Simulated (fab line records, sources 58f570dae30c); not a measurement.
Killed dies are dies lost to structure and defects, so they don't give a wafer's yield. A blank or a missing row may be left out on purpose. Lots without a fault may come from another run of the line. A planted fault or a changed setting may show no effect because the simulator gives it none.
One fault seen from 2 desks | flow berkeley_cmos170 | each desk has only its own numbers; what lay behind them comes last

THE TOOL OWNER'S DESK: pvd_sputter-03
The tool's own readings at UCB170_M2_SPUTTER_01 (material Al, target thk 900 nm, time 120 s): means of the sampled wafers that have a number, for each lot that ran on this tool. A lot is out of limits, marked OUT, if its mean lies more than 4 standard deviations from the usual mean; the brackets give that distance.
Columns: A = throttle_valve_pct at UCB170_M2_SPUTTER_01, usual 29.9 %
lot  | first seen here | A
L596 | day 9 17:49     | 29.3
L599 | day 10 19:59    | 28.6
L603 | day 10 23:11    | 30.2
L606 | day 11 18:44    | 29.5
This desk's finding: nothing out of limits on any of the 4 lots.

THE METROLOGY DESK
What the gauges read, lot by lot, whatever tool the lot ran on: means of the sampled wafers that have a number. A lot is out of limits, marked OUT, if its mean lies more than 4 standard deviations from the usual mean; the brackets give that distance.
Columns: A = NSD_RS at UCB170_SDANNEAL_RS_MEAS_03, usual 37.26 ohm/sq; B = M1_AL_RS at UCB170_M1_RS_MEAS_01, usual 0.0487 ohm/sq; C = M2_AL_RS at UCB170_M2_RS_MEAS_02, usual 0.0319 ohm/sq; D = M2_AL_THK at UCB170_M2_THK_MEAS_03, usual 917 nm
lot  | first seen here | A     | B      | C                | D
L587 | day 6 19:09     | 37.20 | 0.0485 | 0.0318           | 910
L586 | day 6 19:38     | 37.28 | 0.0486 | 0.0310           | 933
L589 | day 7 20:09     | 37.15 | 0.0485 | 0.0318           | 929
L590 | day 7 20:09     | 37.23 | 0.0483 | 0.0320           | 907
L591 | day 8 06:52     | 37.12 | 0.0490 | 0.0319           | 911
L592 | day 8 07:08     | 37.19 | 0.0490 | 0.0321           | 905
L597 | day 8 21:59     | 37.27 | 0.0483 | 0.0320           | 924
L596 | day 8 22:19     | 37.32 | 0.0489 | 0.0318           | 908
L600 | day 10 01:19    | 37.19 | 0.0483 | 0.0321           | 913
L599 | day 10 01:38    | 37.39 | 0.0493 | 0.0316           | 936
L603 | day 10 08:02    | 37.39 | 0.0478 | 0.0275 (-10) OUT | 1137 (+17) OUT
L601 | day 10 11:20    | 37.21 | 0.0478 | 0.0320           | 918
L606 | day 11 03:10    | 37.10 | 0.0481 | 0.0229 (-20) OUT | 1350 (+33) OUT
L609 | day 11 03:19    | 37.34 | 0.0494 | 0.0320           | 923
This desk's finding: out of limits on L603, L606; first on L603, day 10 23:16 (M2_AL_RS at UCB170_M2_RS_MEAS_02). In limits: L587, L586, L589, L590, L591, L592, L597, L596, L600, L599, L601, L609.

PUT TOGETHER
The metrology desk could have raised an alarm at day 10 23:16, on L603, L606.
The tool owner's desk saw nothing out of limits.
The tool owner's desk has L603, L606 on record, within its limits.
Of the lots named, all ran UCB170_M2_SPUTTER_01 on pvd_sputter-03.

WHAT THE SIMULATOR HAD PUT IN
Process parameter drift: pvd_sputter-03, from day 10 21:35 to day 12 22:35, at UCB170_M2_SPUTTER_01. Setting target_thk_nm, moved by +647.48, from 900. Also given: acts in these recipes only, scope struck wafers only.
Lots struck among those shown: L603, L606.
Hours from the fault's start to each desk's first reading out of limits: the metrology desk, 2.
